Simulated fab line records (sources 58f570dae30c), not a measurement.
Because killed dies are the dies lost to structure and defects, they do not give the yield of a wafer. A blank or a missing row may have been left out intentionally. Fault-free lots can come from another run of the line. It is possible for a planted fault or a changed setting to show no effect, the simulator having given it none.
Check of tool commonality    flow berkeley_cmos170    Sample size 14 lots and 42 wafers

WHY IT WAS OPENED
UCB170_PFIELD_TW_MEAS_09, reading PFIELD_TW: flagged on 2 of 14 lots. No-fault wafers: 594.8, standard deviation 2.6.
Rule: a lot is flagged in two cases, either no wafer of it has a number, or all its wafers with numbers fall more than 4 standard deviations from that mean. The rest of the lots are taken to be sound.

lot   measured     on             PFIELD_TW, wafer by wafer  flag
L517  day 4 14:40  film_metro-01  592.2 593.4 595.4          
L518  day 5 06:27  film_metro-01  598.6 597.5 598.1          
L520  day 5 17:28  film_metro-04  591.1 593.1 593.7          
L521  day 5 22:41  film_metro-04  598.1 595.1 595.9          
L522  day 6 04:22  film_metro-02  594.6 590.1 590.6          
L524  day 6 13:38  film_metro-01  596.8 597.3 595.0          
L527  day 6 23:22  film_metro-01  596.1 593.1 594.2          
L526  day 6 23:38  film_metro-02  590.4 591.2 591.2          
L531  day 8 05:43  film_metro-02  564.9 563.4 561.8          FLAGGED
L534  day 8 19:12  film_metro-01  599.9 598.4 596.5          
L532  day 8 19:26  film_metro-01  597.0 596.1 595.3          
L533  day 8 19:29  film_metro-02  560.7 560.9 563.5          FLAGGED
L536  day 9 10:02  film_metro-04  595.5 591.9 595.9          
L535  day 9 10:19  film_metro-04  594.0 595.4 590.3          
On average the flagged lots' numbers are 562.5, which is -32.3 against the usual, or -12 standard deviations.

WHICH TOOL EACH LOT WENT THROUGH
The record keeps 1 process step preceding the reading, out of 331 steps on the route. In each cell: the tool, then ch and the chambers that the sampled wafers went through, then the start.
lot   flag     UCB170_PFIELD_IMPLANT_07
L517           implanter-04 ch 0, day 4 14:25
L518           implanter-04 ch 0, day 5 06:12
L520           implanter-01 ch 0, day 5 17:14
L521           implanter-01 ch 0, day 5 22:28
L522           implanter-04 ch 0, day 6 04:08
L524           implanter-01 ch 0, day 6 13:25
L527           implanter-04 ch 0, day 6 23:08
L526           implanter-03 ch 0, day 6 23:23
L531  FLAGGED  implanter-01 ch 0, day 8 05:28
L534           implanter-04 ch 0, day 8 18:58
L532           implanter-03 ch 0, day 8 19:11
L533  FLAGGED  implanter-01 ch 0, day 8 19:16
L536           implanter-03 ch 0, day 9 09:47
L535           implanter-04 ch 0, day 9 10:05
What the steps here do:
- UCB170_PFIELD_IMPLANT_07
- UCB170_PFIELD_TW_MEAS_09

FLAGGED AGAINST TOTAL, ONE TOOL AT A TIME (gauges that did the reading follow at the end)
step                      tool           lots run  flagged  share of the flagged lots  sound lots run after its first flagged lot
UCB170_PFIELD_IMPLANT_07  implanter-01   5         2        all                        0
UCB170_PFIELD_IMPLANT_07  implanter-03   3         0        none                       -
UCB170_PFIELD_IMPLANT_07  implanter-04   6         0        none                       -
UCB170_PFIELD_TW_MEAS_09  film_metro-01  6         0        none                       -
UCB170_PFIELD_TW_MEAS_09  film_metro-02  4         2        all                        0
UCB170_PFIELD_TW_MEAS_09  film_metro-04  4         0        none                       -

WHAT THE TABLE PERMITS
implanter-01 at UCB170_PFIELD_IMPLANT_07 and film_metro-02 at UCB170_PFIELD_TW_MEAS_09 are the 2 rows of the table that ran each flagged lot.
- implanter-01 at UCB170_PFIELD_IMPLANT_07: 2 of its 5 lots flagged. It ran its last sound lot, L524, at day 6 13:25 and its first flagged lot, L531, at day 8 05:28: a fault with its onset between the two fits. Its own readings lie more than 4 standard deviations out on every wafer of the flagged lots: beam_energy_keV.
- film_metro-02 at UCB170_PFIELD_TW_MEAS_09: 2 of its 4 lots flagged. It ran its last sound lot, L526, at day 6 23:38 and its first flagged lot, L531, at day 8 05:43: a fault with its onset between the two fits.
Because each of these 2 tools fits a fault that began at some hour, counting lots does not separate them. More lots, or a look at what each step does to the wafer, might.

WHAT THE SIMULATOR PUT IN
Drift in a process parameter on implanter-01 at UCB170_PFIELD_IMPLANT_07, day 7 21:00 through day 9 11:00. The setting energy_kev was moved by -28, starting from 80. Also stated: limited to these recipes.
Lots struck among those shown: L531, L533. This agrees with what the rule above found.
